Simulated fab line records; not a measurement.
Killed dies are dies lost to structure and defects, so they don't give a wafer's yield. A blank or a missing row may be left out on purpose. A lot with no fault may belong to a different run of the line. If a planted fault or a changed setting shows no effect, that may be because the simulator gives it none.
What tool caused it? || flow berkeley_cmos170 || Sampling: 7 lots, 21 wafers, 3 of 331 route steps

WHAT EACH GAUGE READ, for each wafer
UCB170_PLDD_TW_MEAS_11.
{"lot": "L583", "measured": "day 7 23:42", "on": "film_metro-03", "PLDD_TW": "1019 1013 1020"}
{"lot": "L587", "measured": "day 8 16:42", "on": "film_metro-03", "PLDD_TW": "1029 1015 1021"}
{"lot": "L588", "measured": "day 9 10:59", "on": "film_metro-01", "PLDD_TW": "947 947 948"}
{"lot": "L597", "measured": "day 10 07:14", "on": "film_metro-03", "PLDD_TW": "1016 1017 1019"}
{"lot": "L596", "measured": "day 10 05:14", "on": "film_metro-03", "PLDD_TW": "1016 1020 1014"}
{"lot": "L603", "measured": "day 10 20:19", "on": "film_metro-03", "PLDD_TW": "1022 1014 1022"}
{"lot": "L605", "measured": "day 12 00:10", "on": "film_metro-02", "PLDD_TW": "1020 1020 1020"}

EACH LOT AND THE TOOL THAT RAN IT (in order: tool; ch and the chambers of the sampled wafers; start)
{"lot": "L583", "UCB170_ACTIVE_STRIP_16": "plasma_asher-03 ch 0,1, day 5 12:07", "UCB170_PLDD_IMPLANT_08": "implanter-01 ch 0, day 7 23:20"}
{"lot": "L587", "UCB170_ACTIVE_STRIP_16": "plasma_asher-03 ch 0,1, day 6 06:44", "UCB170_PLDD_IMPLANT_08": "implanter-01 ch 0, day 8 16:20"}
{"lot": "L588", "UCB170_ACTIVE_STRIP_16": "plasma_asher-01 ch 0,1, day 6 15:35", "UCB170_PLDD_IMPLANT_08": "implanter-01 ch 0, day 9 10:35"}
{"lot": "L597", "UCB170_ACTIVE_STRIP_16": "plasma_asher-04 ch 0, day 7 18:22", "UCB170_PLDD_IMPLANT_08": "implanter-04 ch 0, day 10 06:50"}
{"lot": "L596", "UCB170_ACTIVE_STRIP_16": "plasma_asher-01 ch 0,1, day 7 18:52", "UCB170_PLDD_IMPLANT_08": "implanter-04 ch 0, day 10 04:50"}
{"lot": "L603", "UCB170_ACTIVE_STRIP_16": "plasma_asher-03 ch 0,1, day 8 17:47", "UCB170_PLDD_IMPLANT_08": "implanter-03 ch 0, day 10 19:57"}
{"lot": "L605", "UCB170_ACTIVE_STRIP_16": "plasma_asher-01 ch 0,1, day 9 10:19", "UCB170_PLDD_IMPLANT_08": "implanter-04 ch 0, day 11 23:47"}
- UCB170_ACTIVE_STRIP_16: strips in O2.
- UCB170_PLDD_IMPLANT_08

THE ANSWER, worked out from the rows above alone
Rule: what is usual is taken from the lots themselves. Put in order of their means at a reading, lots are off if they are a third of the lots or fewer, leave a main group of 4 or more, and stand apart from it by a gap of 3 or more times the standard deviation of the main group's means; of several such gaps the widest counts. A main group whose means are all the same, to the digits that the tables above print for the reading, isn't used. Also off: a lot with no number at a reading for which 4 or more lots have one. The other lots that the step has rows for count as sound.
Off: at UCB170_PLDD_TW_MEAS_11 (PLDD_TW), L588. The main group has a mean of 1019 with a standard deviation of 1.8.
A tool fits if, at a process step before that reading, it ran every lot that is off, and no sound lot after the first of them. Those tools and the gauges at UCB170_PLDD_TW_MEAS_11 are tried in the same way. 2 tools fit, implanter-01 at UCB170_PLDD_IMPLANT_08 and film_metro-01 at UCB170_PLDD_TW_MEAS_11, so this cannot tell which one it is.

WHAT WAS PUT IN BY THE SIMULATOR
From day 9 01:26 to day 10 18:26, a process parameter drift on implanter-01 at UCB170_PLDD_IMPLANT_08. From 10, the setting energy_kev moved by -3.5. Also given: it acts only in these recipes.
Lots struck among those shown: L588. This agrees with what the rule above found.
